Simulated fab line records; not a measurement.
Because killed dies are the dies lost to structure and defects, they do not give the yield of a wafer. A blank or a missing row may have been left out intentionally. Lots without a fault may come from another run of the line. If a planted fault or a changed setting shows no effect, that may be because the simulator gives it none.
Struck lot and sound lot, side by side    flow berkeley_cmos170    44 out of 331 route steps
Sound: these wafers, L261.4, L261.5, L261.6. Wafers struck: L263.2, L263.5, L263.6. At the end, the cause is stated.
For every step that has rows: the tool of each side, followed by ch and its chambers, followed by its first start. Under that, the readings that differ: sound wafers    struck wafers    difference of the means    sigmas: that difference in standard deviations of wafers without a fault.
alike: a reading whose means differ by less than 2 such deviations, as well as words and numbers matching on both sides. not compared: withheld readings; readings where some wafer has no value; bounds like >300 that might hide an equal value; numbers whose values overlap and for which the record gives no deviation.
Wherever a step has rows on one side only, a row that says differs or no value, or a row with sigmas, the two part there. Non-overlapping numbers with no deviation appear without sigmas and do not part them. Lack of a reading on every wafer of one side parts them only where that side has two or more wafers.

UCB170_GATE_STRIP_16: strips in O2.
  sound on plasma_asher-04 ch 0,1, day 7 05:15; struck on plasma_asher-04 ch 0,1, day 8 08:31
  alike: drypump_motor_current_A, oes_product_au
  not compared: rf_hours_counter_h
UCB170_GATE_CD_MEAS_90: the cd target is 350 nm.
  sound on cd_sem-01 at day 7 05:23; struck on cd_sem-01 at day 8 08:38
  alike: cd_nm
then, 7 steps without rows for these wafers: UCB170_GATE_CLEAN_17 (cleans in SPM, time 600 s); UCB170_PLDD_HMDS_00 (prime time 60 s); UCB170_PLDD_COAT_01 (resist thk 900 nm); UCB170_PLDD_SOFTBAKE_02 (time 60 s); UCB170_PLDD_EXPOSE_03 (exposes mask PSELECT, target cd 1200 nm); UCB170_PLDD_PEB_04; UCB170_PLDD_DEVELOP_05 (develop time 45 s).
UCB170_PLDD_CD_MEAS_06: the cd target is 1200 nm.
  sound on cd_sem-01 at day 7 06:58; struck on cd_sem-01 at day 8 11:21
reading     sound                 struck                difference  sigmas
cd_nm (nm)  1199.4 1200.1 1200.9  1197.6 1196.5 1195.6  -3.6        -3
UCB170_PLDD_OVL_MEAS_07:
  sound on overlay-01 at day 7 07:03; struck on overlay-01 at day 8 11:28
  alike: PLDD_OVL
following that, these wafers have no rows for 1 step: UCB170_PLDD_IMPLANT_08.
UCB170_PLDD_IMPLANT_09:
  sound on implanter-03 ch 0, day 7 07:17; struck on implanter-04 ch 0, day 8 11:40
reading             sound                      struck                       difference  sigmas
dose_ions_cm2       5.005e+13 5.013e+13 5e+13  1.006e+13 9.96e+12 9.92e+12  -4.008e+13  -99 or more
faraday_current_uA  155 156 163                31 32 30                     -127        -38
UCB170_PLDD_STRIP_10: strips in O2.
  sound on plasma_asher-04 ch 0,1, day 7 07:24; struck on plasma_asher-04 ch 0,1, day 8 11:47
  alike: drypump_motor_current_A, oes_product_au, strip_time_to_endpoint_s
  not compared: rf_hours_counter_h
UCB170_PLDD_TW_MEAS_11:
  sound on film_metro-01 at day 7 07:29; struck on film_metro-02 at day 8 11:54
reading  sound           struck       difference  sigmas
PLDD_TW  1012 1012 1013  869 866 867  -145        -17
then, 7 steps without rows for these wafers: UCB170_PLDD_CLEAN_12 (cleans in SPM, time 600 s); UCB170_NLDD_HMDS_00 (prime time 60 s); UCB170_NLDD_COAT_01 (resist thk 900 nm); UCB170_NLDD_SOFTBAKE_02 (time 60 s); UCB170_NLDD_EXPOSE_03 (exposes mask NSELECT, target cd 1200 nm); UCB170_NLDD_PEB_04; UCB170_NLDD_DEVELOP_05 (develop time 45 s).
UCB170_NLDD_CD_MEAS_06: the cd target is 1200 nm.
  sound on cd_sem-01 at day 7 10:09; struck on cd_sem-01 at day 8 14:09
  alike: cd_nm
UCB170_NLDD_OVL_MEAS_07:
  sound on overlay-01 at day 7 10:14; struck on overlay-02 at day 8 14:16
  alike: NLDD_OVL
then, 2 steps without rows for these wafers: UCB170_NLDD_IMPLANT_08; UCB170_NLDD_IMPLANT_09.
UCB170_NLDD_STRIP_10: strips in O2.
  sound on plasma_asher-03 ch 0,1, day 7 10:35; struck on plasma_asher-03 ch 0,1, day 8 14:35
  alike: drypump_motor_current_A, oes_product_au, strip_time_to_endpoint_s
  not compared: rf_hours_counter_h
UCB170_NLDD_TW_MEAS_11:
  sound on film_metro-03 at day 7 10:41; struck on film_metro-03 at day 8 14:42
  alike: NLDD_TW
then, 1 step without rows for these wafers: UCB170_NLDD_CLEAN_12 (cleans in SPM, time 600 s).
UCB170_SPACER_CVD_00: deposits SiO2 from TEOS/O2, target thk 376 nm, time 47 s.
  sound on pecvd-03 ch 0,1,2, day 7 11:06; struck on pecvd-03 ch 1,2, day 8 14:56
  alike: heater_power_w, pressure_mtorr
  not compared: since_wet_clean_h
UCB170_SPACER_THK_MEAS_01:
  sound on film_metro-02 at day 7 11:10; struck on film_metro-04 at day 8 15:00
  alike: SPACER_TEOS_THK
then, 1 step without rows for these wafers: UCB170_SPACER_ANNEAL_02 (time 1800 s).
UCB170_SPACER_ETCHBACK_03: etches SiO2 in CHF3/CF4/Ar, stops on Si, target depth 376 nm, time 100 s.
  sound on rie_diel-03 ch 0,2,3, day 7 15:10; struck on rie_diel-02 ch 0,3, day 8 20:14
  alike: CHF3_flow_sccm, drypump_motor_current_A, oes_product_au, throttle_valve_pct
  not compared: rf_hours_counter_h
then, 6 steps without rows for these wafers: UCB170_PSD_HMDS_00 (prime time 60 s); UCB170_PSD_COAT_01 (resist thk 900 nm); UCB170_PSD_SOFTBAKE_02 (time 60 s); UCB170_PSD_EXPOSE_03 (exposes mask PSELECT MOD, target cd 1200 nm); UCB170_PSD_PEB_04; UCB170_PSD_DEVELOP_05 (develop time 45 s).
UCB170_PSD_CD_MEAS_06: the cd target is 1200 nm.
  sound on cd_sem-01 at day 7 16:45; struck on cd_sem-01 at day 8 21:49
  alike: cd_nm
UCB170_PSD_OVL_MEAS_07:
  sound on overlay-02 at day 7 16:50; struck on overlay-01 at day 8 21:55
  alike: PSD_OVL
following that, these wafers have no rows for 1 step: UCB170_PSD_IMPLANT_08.
UCB170_SDANNEAL_RS_MEAS_04: the measuring method here is four-point-probe.
  sound on film_metro-02 at day 7 20:35; struck on film_metro-02 at day 9 01:26
reading           sound                 struck                difference  sigmas
PLDD_RS (ohm/sq)  1030.1 1032.2 1032.3  1535.1 1530.4 1529.9  +500.3      +99 or more
UCB170_M3_PROBE_99:
  only the struck wafers here have rows in the record (prober-01, day 10 03:54); the sound ones have none

WHERE THEY PART
Earliest at UCB170_PLDD_CD_MEAS_06; latest, in this record, at UCB170_M3_PROBE_99.

WHY: the cause the simulator had injected
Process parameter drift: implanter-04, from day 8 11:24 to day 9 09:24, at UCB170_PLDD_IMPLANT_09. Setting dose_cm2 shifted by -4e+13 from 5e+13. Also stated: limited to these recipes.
